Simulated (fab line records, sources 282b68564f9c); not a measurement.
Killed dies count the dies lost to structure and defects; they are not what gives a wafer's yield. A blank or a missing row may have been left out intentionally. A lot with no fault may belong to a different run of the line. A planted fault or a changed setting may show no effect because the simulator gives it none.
Which tool was responsible? :: flow rit cmos :: 15 lots with 45 wafers sampled at 2 steps, on a route of 202 steps

WHAT THE GAUGES READ, wafer by wafer
RIT_NRETRO_OVL_MEAS_06.
lot: L756
measured: day 2 08:14
on: overlay-02
NRETRO_OVL (nm): -1.8 0.6 -2.0

lot: L759
measured: day 2 20:35
on: overlay-02
NRETRO_OVL (nm): 3.0 3.2 4.5

lot: L760
measured: day 3 01:43
on: overlay-02
NRETRO_OVL (nm): -0.5 0.1 -0.6

lot: L761
measured: day 3 07:34
on: overlay-01
NRETRO_OVL (nm): -2.4 -2.3 -1.2

lot: L762
measured: day 3 12:22
on: overlay-01
NRETRO_OVL (nm): -1.1 -1.3 -1.6

lot: L763
measured: day 3 17:59
on: overlay-01
NRETRO_OVL (nm): -0.6 0.1 0.7

lot: L767
measured: day 4 12:23
on: overlay-01
NRETRO_OVL (nm): -1.1 -1.7 -0.9

lot: L768
measured: day 4 18:31
on: overlay-02
NRETRO_OVL (nm): -0.9 -1.0 -0.8

lot: L771
measured: day 5 08:02
on: overlay-01
NRETRO_OVL (nm): 1.3 1.3 1.9

lot: L773
measured: day 5 19:43
on: overlay-02
NRETRO_OVL (nm): 0.7 -1.5 -1.9

lot: L774
measured: day 6 02:15
on: overlay-02
NRETRO_OVL (nm): 2.4 0.9 1.9

lot: L775
measured: day 6 06:17
on: overlay-02
NRETRO_OVL (nm): 0.8 1.3 1.0

lot: L776
measured: day 6 09:08
on: overlay-02
NRETRO_OVL (nm): -1.3 0.4 1.0

lot: L778
measured: day 6 19:17
on: overlay-01
NRETRO_OVL (nm): -0.5 -0.6 -0.4

lot: L779
measured: day 7 03:02
on: overlay-01
NRETRO_OVL (nm): 1.2 0.6 2.2

RIT_PRETRO_OVL_MEAS_06.
lot: L756
measured: day 2 09:55
on: overlay-01
PRETRO_OVL (nm): -3.1 -1.7 -2.1

lot: L759
measured: day 2 22:16
on: overlay-02
PRETRO_OVL (nm): 2.5 1.3 0.2

lot: L760
measured: day 3 03:26
on: overlay-02
PRETRO_OVL (nm): -2.0 -1.4 -0.5

lot: L761
measured: day 3 09:19
on: overlay-01
PRETRO_OVL (nm): 1.6 0.8 0.3

lot: L762
measured: day 3 14:02
on: overlay-01
PRETRO_OVL (nm): -0.7 -1.1 -1.9

lot: L763
measured: day 3 19:38
on: overlay-01
PRETRO_OVL (nm): -2.0 -2.5 -1.1

lot: L767
measured: day 4 13:56
on: overlay-01
PRETRO_OVL (nm): 1.9 0.9 1.7

lot: L768
measured: day 4 20:05
on: overlay-02
PRETRO_OVL (nm): 0.6 1.0 2.0

lot: L771
measured: day 5 09:35
on: overlay-01
PRETRO_OVL (nm): -0.7 -2.3 0.0

lot: L773
measured: day 5 21:23
on: overlay-02
PRETRO_OVL (nm): -3.1 -3.9 -3.3

lot: L774
measured: day 6 03:48
on: overlay-01
PRETRO_OVL (nm): 1.2 -1.5 -0.9

lot: L775
measured: day 6 07:58
on: overlay-02
PRETRO_OVL (nm): 2.1 1.7 2.7

lot: L776
measured: day 6 10:50
on: overlay-01
PRETRO_OVL (nm): -3.1 -0.3 -0.9

lot: L778
measured: day 6 20:50
on: overlay-01
PRETRO_OVL (nm): -3.1 -0.9 -1.9

lot: L779
measured: day 7 04:42
on: overlay-01
PRETRO_OVL (nm): -3.0 -1.3 -2.5

WHAT TOOL EACH LOT RAN ON (gives the tool, then ch and the chambers of the sampled wafers, and finally the start)
No process step before these readings appears in the record.

AS READ BY THE TOOLS THEMSELVES (means over the sampled wafers that have a number; for cases with no such wafer, the mark the record gives instead)
The record holds no such reading with a usual standard deviation.

THE ANSWER, worked out from the rows above alone
Rule: what is usual is taken from the lots themselves. Put in order of their means at a reading, lots are off if they are a third of the lots or fewer, leave a main group of 4 or more, and stand apart from it by a gap of 3 or more times the standard deviation of the main group's means; of several such gaps the widest counts. Not used: any main group whose means are identical at the precision the tables above print for the reading. A lot without any number at a reading at which 4 lots or more have one is off too. Where the step has rows for the other lots, those lots are counted as sound. The gauges are gone through in route order, then the tools' own readings, and for those a lot's mean is taken as printed above. At the first step where some lot is off, the reading lying furthest off is the one used; lots without a number count as furthest.
No lot is off on any of the readings shown, so nothing can be concluded from this.

WHAT THE SIMULATOR PUT IN
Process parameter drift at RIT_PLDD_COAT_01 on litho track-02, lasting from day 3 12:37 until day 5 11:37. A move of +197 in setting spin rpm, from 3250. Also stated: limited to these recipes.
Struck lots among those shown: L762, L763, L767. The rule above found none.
